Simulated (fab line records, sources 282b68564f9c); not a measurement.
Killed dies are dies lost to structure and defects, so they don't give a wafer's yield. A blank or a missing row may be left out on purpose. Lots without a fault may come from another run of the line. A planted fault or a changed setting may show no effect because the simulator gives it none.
Which tool did it? | flow rit_cmos | 13 lots, 39 wafers sampled, at 4 steps of a route of 202

WHAT THE GAUGES READ, wafer by wafer
RIT_NLDD_OVL_MEAS_06.
lot  | measured    | on         | NLDD_OVL (nm)
L747 | day 2 17:36 | overlay-01 | -0.1 -0.5 -1.4
L748 | day 2 23:29 | overlay-01 | 2.2 1.6 0.9
L749 | day 3 04:37 | overlay-01 | -2.1 -2.0 -1.7
L752 | day 3 18:13 | overlay-01 | -1.2 -2.7 -1.3
L753 | day 3 22:59 | overlay-01 | 0.5 -1.5 0.0
L755 | day 4 09:53 | overlay-02 | -1.0 -0.1 -0.9
L756 | day 4 18:37 | overlay-02 | -2.0 -3.5 -2.0
L757 | day 4 19:35 | overlay-02 | -3.1 -2.8 -5.5
L764 | day 6 06:04 | overlay-02 | -0.8 0.5 0.7
L765 | day 6 11:26 | overlay-01 | -1.5 -2.4 -2.2
L766 | day 6 17:32 | overlay-02 | -0.7 -1.8 -1.1
L768 | day 7 04:14 | overlay-01 | -2.2 -1.9 -1.7
L770 | day 7 12:48 | overlay-02 | -2.9 -3.2 -1.6

RIT_CONTACT_CD_MEAS_08: target cd 1000 nm.
lot  | measured    | on        | cd_nm (nm)
L747 | day 3 03:40 | cd_sem-01 | 994.1 992.0 993.8
L748 | day 3 09:37 | cd_sem-01 | 999.5 997.9 997.9
L749 | day 3 15:04 | cd_sem-02 | 999.2 1000.0 1001.1
L752 | day 4 04:53 | cd_sem-02 | 1000.2 999.5 1000.1
L753 | day 4 09:24 | cd_sem-01 | 1002.3 1003.4 1003.6
L755 | day 4 20:10 | cd_sem-02 | 1005.4 1006.1 1005.9
L756 | day 5 06:01 | cd_sem-01 | 998.6 998.3 997.3
L757 | day 5 06:13 | cd_sem-02 | 998.9 1001.5 1000.1
L764 | day 6 16:32 | cd_sem-01 | 999.4 998.1 994.5
L765 | day 6 21:37 | cd_sem-01 | 998.6 998.1 998.4
L766 | day 7 03:57 | cd_sem-01 | 1002.3 1003.9 1001.7
L768 | day 7 14:08 | cd_sem-02 | 998.9 1000.6 1001.9
L770 | day 7 23:34 | cd_sem-02 | 1000.0 999.8 1000.0

RIT_M1_OVL_MEAS_10.
lot  | measured    | on         | M1_OVL (nm)
L747 | day 3 06:16 | overlay-02 | 3.1 3.2 2.5
L748 | day 3 12:16 | overlay-02 | 0.4 -0.5 -0.2
L749 | day 3 17:42 | overlay-01 | -1.3 -1.3 -1.3
L752 | day 4 07:39 | overlay-01 | 1.6 1.7 -0.1
L753 | day 4 12:09 | overlay-02 | -0.8 -0.4 -0.7
L755 | day 4 22:53 | overlay-01 | 0.1 0.3 0.2
L756 | day 5 09:02 | overlay-02 | 1.8 0.4 1.5
L757 | day 5 09:04 | overlay-01 | -3.6 -3.4 -1.8
L764 | day 6 19:26 | overlay-02 | 1.3 1.3 -0.3
L765 | day 7 00:14 | overlay-01 | -3.1 -2.1 -2.2
L766 | day 7 06:35 | overlay-02 | -0.7 -1.6 -2.0
L768 | day 7 17:19 | overlay-01 | -0.4 -0.7 1.0
L770 | day 8 02:20 | overlay-01 | -0.9 -0.8 -2.4

WHICH TOOL RAN EACH LOT (tool, then ch and the chambers of the sampled wafers, then the start)
lot  | RIT_CONTACT_CLEAN_13
L747 | wet_bench-02 ch 2, day 3 04:25
L748 | wet_bench-02 ch 2, day 3 10:25
L749 | wet_bench-03 ch 2, day 3 15:52
L752 | wet_bench-03 ch 1, day 4 05:41
L753 | wet_bench-03 ch 0, day 4 10:11
L755 | wet_bench-04 ch 0, day 4 21:02
L756 | wet_bench-04 ch 0, day 5 06:48
L757 | wet_bench-03 ch 3, day 5 07:01
L764 | wet_bench-04 ch 1, day 6 17:22
L765 | wet_bench-04 ch 1, day 6 22:23
L766 | wet_bench-02 ch 1, day 7 04:45
L768 | wet_bench-02 ch 0, day 7 15:04
L770 | wet_bench-04 ch 1, day 8 00:19
- RIT_CONTACT_CLEAN_13: cleans in SC1, time 600 s.

WHAT THE TOOLS THEMSELVES READ (means of the sampled wafers that have a number; where no wafer has one, the mark that the record gives instead)
The record holds no such reading with a usual standard deviation.

THE ANSWER, worked out from the rows above alone
Rule: what is usual is taken from the lots themselves. Put in order of their means at a reading, lots are off if they are a third of the lots or fewer, leave a main group of 4 or more, and stand apart from it by a gap of 3 or more times the standard deviation of the main group's means; of several such gaps the widest counts. A main group whose means are all the same, to the digits that the tables above print for the reading, isn't used. A lot without any number at a reading at which 4 lots or more have one is off too. The other lots that the step has rows for count as sound. The gauges are gone through in route order, then the tools' own readings, and for those a lot's mean is taken as printed above. The first step at which some lot is off is used, and at that step the reading that is off furthest; a lot without a number counts as furthest.
No lot is off at any reading shown: from this, nothing can be told.

WHAT THE SIMULATOR HAD PUT IN
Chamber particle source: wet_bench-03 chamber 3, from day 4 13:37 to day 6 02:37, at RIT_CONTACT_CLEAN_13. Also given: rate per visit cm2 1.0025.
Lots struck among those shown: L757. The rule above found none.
